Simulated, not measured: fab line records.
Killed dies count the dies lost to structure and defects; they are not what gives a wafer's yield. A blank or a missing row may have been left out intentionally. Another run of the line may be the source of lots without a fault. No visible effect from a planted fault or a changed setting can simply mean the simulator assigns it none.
2 desks, one fault | flow berkeleyCmos170 | numbers are kept per desk, each desk with only its own; the story behind them comes last

THE TOOL OWNER'S DESK: pvdSputter-04
The tool's own readings at UCB170_M2_SPUTTER_01 (material Al, target thk 900 nm, time 120 s): means of the sampled wafers that have a number, for each lot that ran on this tool. The brackets show how far a lot's mean lies from the usual mean; more than 4 standard deviations puts the lot out of limits, marked OUT.
Columns: A = throttleValvePct at UCB170_M2_SPUTTER_01, usual 30.5 %
lot  | first seen here | A
L127 | day 8 04:52     | 29.9
L131 | day 9 00:59     | 29.8
L129 | day 9 04:15     | 30.0
L142 | day 11 05:47    | 29.9
This desk's finding: nothing out of limits on any of the 4 lots.

THE METROLOGY DESK
Lot by lot, what the gauges showed, no matter which tool ran the lot: averages of those sampled wafers that carry a number. The brackets show how far a lot's mean lies from the usual mean; more than 4 standard deviations puts the lot out of limits, marked OUT.
Columns: A = FIELD_OXIDE_LEFT_2_THK at UCB170_FIELD_THK_MEAS_91, usual 360 nm; B = M2_AL_RS at UCB170_M2_RS_MEAS_02, usual 0.0321 ohm/sq; C = M3_AL_RS at UCB170_M3_RS_MEAS_02, usual 0.0333 ohm/sq; D = cdNm at UCB170_M3_CD_MEAS_90, usual 701 nm
lot  | first seen here | A   | B      | C      | D
L127 | day 6 10:49     | 355 | 0.0326 | 0.0332 | 701
L131 | day 7 09:04     | 364 | 0.0322 | 0.0337 | 701
L129 | day 7 09:28     | 377 | 0.0321 | 0.0335 | 698
L128 | day 7 09:39     | 369 | 0.0319 | 0.0333 | 700
L130 | day 7 09:44     | 374 | 0.0320 | 0.0343 | 698
L133 | day 7 15:13     | 350 | 0.0315 | 0.0327 | 710
L132 | day 7 15:34     | 360 | 0.0323 | 0.0331 | 696
L134 | day 8 03:35     | 366 | 0.0322 | 0.0337 | 708
L137 | day 8 22:25     | 367 | 0.0326 | 0.0334 | 697
L142 | day 9 13:59     | 367 | 0.0329 | 0.0333 | 705
L143 | day 9 19:03     | 360 | 0.0316 | 0.0330 | 708
L146 | day 9 19:19     | 349 | 0.0316 | 0.0330 | 694
L149 | day 10 14:23    | 378 | 0.0320 | 0.0337 | 699
This desk's finding: nothing out of limits on any of the 13 lots.

PUT TOGETHER
Nothing out of limits was seen by the tool owner's desk.
From the metrology desk's view, nothing was out of limits.

WHAT HAD BEEN PUT IN BY THE SIMULATOR
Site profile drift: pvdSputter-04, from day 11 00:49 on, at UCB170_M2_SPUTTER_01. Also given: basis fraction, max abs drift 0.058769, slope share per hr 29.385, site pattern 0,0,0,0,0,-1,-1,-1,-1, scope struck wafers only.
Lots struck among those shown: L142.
